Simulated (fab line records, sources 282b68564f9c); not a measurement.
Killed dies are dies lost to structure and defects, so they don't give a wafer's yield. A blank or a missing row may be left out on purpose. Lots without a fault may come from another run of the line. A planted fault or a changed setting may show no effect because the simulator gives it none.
Which tool did it? | flow rit_cmos | 14 lots, 42 wafers sampled, at 5 steps of a route of 202

WHAT THE GAUGES READ, wafer by wafer
RIT_PRETRO_TW_MEAS_10.
lot  | measured    | on            | PRETRO_TW
L554 | day 2 08:48 | film_metro-01 | 485 480 483
L556 | day 2 20:36 | film_metro-03 | 473 475 475
L557 | day 3 03:13 | film_metro-04 | 475 476 474
L558 | day 3 09:43 | film_metro-03 | 472 470 472
L559 | day 3 15:29 | film_metro-03 | 471 471 471
L561 | day 3 22:48 | film_metro-03 | 472 475 471
L562 | day 4 04:07 | film_metro-03 | 474 473 474
L565 | day 4 17:21 | film_metro-03 | 475 475 471
L566 | day 4 21:10 | film_metro-04 | 471 472 472
L567 | day 5 02:26 | film_metro-03 | 473 471 472
L570 | day 5 17:25 | film_metro-01 | 482 482 485
L571 | day 5 22:14 | film_metro-04 | 474 478 474
L575 | day 6 19:20 | film_metro-01 | 531 527 529
L577 | day 7 05:21 | film_metro-03 | 523 522 521

RIT_GATE_THK_MEAS_09.
lot  | measured    | on            | GATE_POLY_THK (nm)
L554 | day 2 13:39 | film_metro-01 | 249.4 250.7 247.9
L556 | day 3 02:12 | film_metro-04 | 250.5 251.0 253.5
L557 | day 3 10:46 | film_metro-02 | 250.2 251.2 251.3
L558 | day 3 14:04 | film_metro-02 | 253.9 251.9 252.6
L559 | day 3 20:20 | film_metro-01 | 250.2 251.6 253.1
L561 | day 4 03:27 | film_metro-01 | 252.5 252.0 254.8
L562 | day 4 10:34 | film_metro-01 | 247.9 244.2 246.4
L565 | day 5 01:22 | film_metro-01 | 253.3 251.6 250.7
L566 | day 5 02:25 | film_metro-04 | 252.8 251.7 251.9
L567 | day 5 05:59 | film_metro-02 | 254.3 254.7 254.1
L570 | day 5 20:56 | film_metro-01 | 246.8 249.8 247.6
L571 | day 6 04:57 | film_metro-01 | 252.4 249.7 249.6
L575 | day 7 00:35 | film_metro-02 | 251.9 253.9 251.6
L577 | day 7 08:53 | film_metro-01 | 250.7 252.1 251.9

RIT_CONTACT_CD_MEAS_08: target cd 1000 nm.
lot  | measured    | on        | cd_nm (nm)
L554 | day 3 06:36 | cd_sem-01 | 996.5 996.4 995.8
L556 | day 3 20:10 | cd_sem-02 | 997.7 1000.1 1001.3
L557 | day 4 02:46 | cd_sem-01 | 999.6 1001.6 997.3
L558 | day 4 06:48 | cd_sem-02 | 998.1 1002.1 999.3
L559 | day 4 12:06 | cd_sem-01 | 1000.7 1000.3 998.8
L561 | day 4 20:33 | cd_sem-02 | 996.3 999.2 999.6
L562 | day 5 04:43 | cd_sem-02 | 999.7 1001.9 1000.1
L565 | day 5 18:02 | cd_sem-02 | 1002.3 1001.9 1002.1
L566 | day 5 20:02 | cd_sem-02 | 999.8 1000.7 999.5
L567 | day 5 23:22 | cd_sem-02 | 1001.5 1000.9 1002.8
L570 | day 6 14:13 | cd_sem-02 | 999.2 996.7 996.0
L571 | day 6 21:49 | cd_sem-02 | 1001.6 1001.4 1002.7
L575 | day 7 17:41 | cd_sem-02 | 1001.1 996.7 998.5
L577 | day 8 01:01 | cd_sem-02 | 1000.7 1002.4 1002.3

WHICH TOOL RAN EACH LOT (tool, then ch and the chambers of the sampled wafers, then the start)
lot  | RIT_ACTIVE_STRIP_14                 | RIT_PRETRO_IMPLANT_08
L554 | plasma_asher-01 ch 0,1, day 1 15:48 | implanter-04 ch 0, day 2 08:28
L556 | plasma_asher-03 ch 0,1, day 2 01:40 | implanter-04 ch 0, day 2 20:17
L557 | plasma_asher-01 ch 0,1, day 2 07:44 | implanter-02 ch 0, day 3 02:53
L558 | plasma_asher-03 ch 0,1, day 2 11:08 | implanter-02 ch 0, day 3 09:24
L559 | plasma_asher-02 ch 0,1, day 2 19:40 | implanter-04 ch 0, day 3 15:10
L561 | plasma_asher-02 ch 0,1, day 3 02:09 | implanter-04 ch 0, day 3 22:29
L562 | plasma_asher-01 ch 0,1, day 3 06:50 | implanter-01 ch 0, day 4 03:47
L565 | plasma_asher-01 ch 0,1, day 3 23:31 | implanter-01 ch 0, day 4 17:02
L566 | plasma_asher-02 ch 0,1, day 4 03:19 | implanter-01 ch 0, day 4 20:50
L567 | plasma_asher-03 ch 0,1, day 4 09:10 | implanter-04 ch 0, day 5 02:08
L570 | plasma_asher-03 ch 0,1, day 5 00:22 | implanter-01 ch 0, day 5 17:05
L571 | plasma_asher-03 ch 0,1, day 5 04:50 | implanter-02 ch 0, day 5 21:56
L575 | plasma_asher-02 ch 0,1, day 6 00:07 | implanter-04 ch 0, day 6 19:01
L577 | plasma_asher-03 ch 0,1, day 6 10:53 | implanter-04 ch 0, day 7 05:02
- RIT_ACTIVE_STRIP_14: strips in O2, time 180 s.
- RIT_PRETRO_IMPLANT_08

WHAT THE TOOLS THEMSELVES READ (means of the sampled wafers that have a number; where no wafer has one, the mark that the record gives instead)
RIT_ACTIVE_STRIP_14.
lot  | tool            | drypump_motor_current_A (A)
L554 | plasma_asher-01 | 5.5
L556 | plasma_asher-03 | 5.3
L557 | plasma_asher-01 | 5.5
L558 | plasma_asher-03 | 5.3
L559 | plasma_asher-02 | 5.9
L561 | plasma_asher-02 | 5.9
L562 | plasma_asher-01 | 5.5
L565 | plasma_asher-01 | 5.2
L566 | plasma_asher-02 | 5.8
L567 | plasma_asher-03 | 5.3
L570 | plasma_asher-03 | 5.2
L571 | plasma_asher-03 | 5.3
L575 | plasma_asher-02 | 5.8
L577 | plasma_asher-03 | 5.2

RIT_PRETRO_IMPLANT_08.
lot  | tool         | beam_energy_keV | dose_ions_cm2 | faraday_current_uA
L554 | implanter-04 | 44.983          | 1.2e+13       | 38.2
L556 | implanter-04 | 45.016          | 1.2e+13       | 38.3
L557 | implanter-02 | 44.998          | 1.2e+13       | 38.2
L558 | implanter-02 | 45.006          | 1.2e+13       | 38.1
L559 | implanter-04 | 45.001          | 1.2e+13       | 37.5
L561 | implanter-04 | 44.997          | 1.2e+13       | 37.5
L562 | implanter-01 | 44.990          | 1.2e+13       | 37.8
L565 | implanter-01 | 45.003          | 1.2e+13       | 38.3
L566 | implanter-01 | 44.993          | 1.2e+13       | 37.2
L567 | implanter-04 | 45.000          | 1.2e+13       | 38.2
L570 | implanter-01 | 44.997          | 1.2e+13       | 37.6
L571 | implanter-02 | 44.986          | 1.2e+13       | 38.3
L575 | implanter-04 | 45.002          | 1.6e+13       | 52.8
L577 | implanter-04 | 45.005          | 1.6e+13       | 52.2

THE ANSWER, worked out from the rows above alone
Rule: what is usual is taken from the lots themselves. Put in order of their means at a reading, lots are off if they are a third of the lots or fewer, leave a main group of 4 or more, and stand apart from it by a gap of 3 or more times the standard deviation of the main group's means; of several such gaps the widest counts. A main group whose means are all the same, to the digits that the tables above print for the reading, isn't used. A lot without any number at a reading at which 4 lots or more have one is off too. The other lots that the step has rows for count as sound. The gauges are gone through in route order, then the tools' own readings, and for those a lot's mean is taken as printed above. The first step at which some lot is off is used, and at that step the reading that is off furthest; a lot without a number counts as furthest.
Off: L575, L577, at RIT_PRETRO_TW_MEAS_10 (PRETRO_TW). The main group: mean 475, standard deviation 3.9.
A tool fits if, at a process step before that reading, it ran every lot that is off, and no sound lot after the first of them. The gauges at RIT_PRETRO_TW_MEAS_10 aren't tried: what is off there is off at RIT_PRETRO_IMPLANT_08 too, on other tools, and a gauge's error can't cause that. One fits: implanter-04 at RIT_PRETRO_IMPLANT_08. Its last sound lot is L567 (day 5 02:08), its first lot that is off L575 (day 6 19:01): a fault that began between those two fits.
The tool's own readings at RIT_PRETRO_IMPLANT_08 bear it out: on the lots that are off they differ by more than 5 times the standard deviation of the sound lots' means. dose_ions_cm2 reads 1.6e+13 there against 1.2e+13 on the sound lots; faraday_current_uA reads 52.5 there against 37.9 on the sound lots.

WHAT THE SIMULATOR HAD PUT IN
Process parameter drift: implanter-04, from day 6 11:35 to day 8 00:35, at RIT_PRETRO_IMPLANT_08. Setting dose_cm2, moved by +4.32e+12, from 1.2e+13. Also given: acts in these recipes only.
Lots struck among those shown: L575, L577. The rule above found the same.
